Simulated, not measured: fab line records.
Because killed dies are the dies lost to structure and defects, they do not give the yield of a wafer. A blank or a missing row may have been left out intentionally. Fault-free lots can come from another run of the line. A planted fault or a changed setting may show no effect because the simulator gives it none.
Split-lot experiment ; flow rit cmos ; 14 wafers read across 5 lots, on a route 202 steps long

## ABOUT THE SPLIT
At RIT_M1_METAL_ETCH_12 (etches Al in Cl2/BCl3, stops on SiO2, time 165 s, target depth 600 nm), the setting rf w was moved away from the recipe's 250 W on 6 of the 14 wafers read, by -8.9% to +11.4%. All remaining wafers had this setting at the recipe value.

The reading comes from the split's own step.

## THE READING
NOVOLAK_of_M1_COAT_04.thk nm (the simulator's own value, which no gauge read), in nm, at RIT_M1_METAL_ETCH_12 (etches Al in Cl2/BCl3, stops on SiO2, time 165 s, target depth 600 nm). The file gives no usual value for it. Here, 8 wafers ran the recipe; their average is 797.2 nm with a standard deviation of 4.5 nm.

wafer;tool, chamber at the split;rf w as run, W;against the recipe;NOVOLAK_of_M1_COAT_04.thk nm, nm;against lot-mates on the recipe
L075.3;rie metal-01, 0;260.7;+4.3%;774.2;-17.3
L075.5;rie metal-01, 1;260.7;+4.3%;788.4;-3.1
L075.6;rie metal-01, 0;250;recipe;791.5;-
L076.1;rie metal-02, 0;250;recipe;796.8;-
L076.3;rie metal-02, 1;250;recipe;804;-
L076.6;rie metal-02, 1;250;recipe;803;-
L077.1;rie metal-03, 1;228.5;-8.6%;833.4;+42.2
L077.4;rie metal-03, 0;250;recipe;791.2;-
L077.5;rie metal-03, 1;228.5;-8.6%;836.9;+45.7
L080.1;rie metal-03, 0;250;recipe;795.3;-
L080.2;rie metal-03, 1;227.8;-8.9%;840.9;+45.4
L080.3;rie metal-03, 0;250;recipe;795.6;-
L084.4;rie metal-01, 1;250;recipe;800.1;-
L084.6;rie metal-01, 1;278.6;+11.4%;762.2;-37.9

THE FIT
A straight line over all 14 wafers: NOVOLAK_of_M1_COAT_04.thk nm changes by -3.97 nm for each +1% of rf w; r = -0.97; the points scatter about the line by 5.9 nm.
The same after taking each lot's own level away (the mean of its wafers on the recipe; 14 wafers): -4.21 nm for each +1%; r = -0.97; scatter 5.6 nm.
That fit puts the effect of the largest move of rf w on the reading at 48 nm.
From 791.20 to 801.27 nm: that is the span of the lots' own levels, equal to 2.2 times the standard deviation above.
The two slopes are in agreement: the lot-to-lot level therefore moves the slope only a little.
Check: -49.7 nm against its lot-mates is what the line predicts for one of the wafers moved furthest among these (+11.4%) when that wafer is left out of the fit. It came out at -37.9 nm against them.
Tool readings at the split's step, against how far the setting was moved: oes product au r = +0.07.

## FILE'S OWN FIT
NOVOLAK_of_M1_COAT_04.thk nm changes by -4.27 nm for each +1% of rf w, r = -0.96.
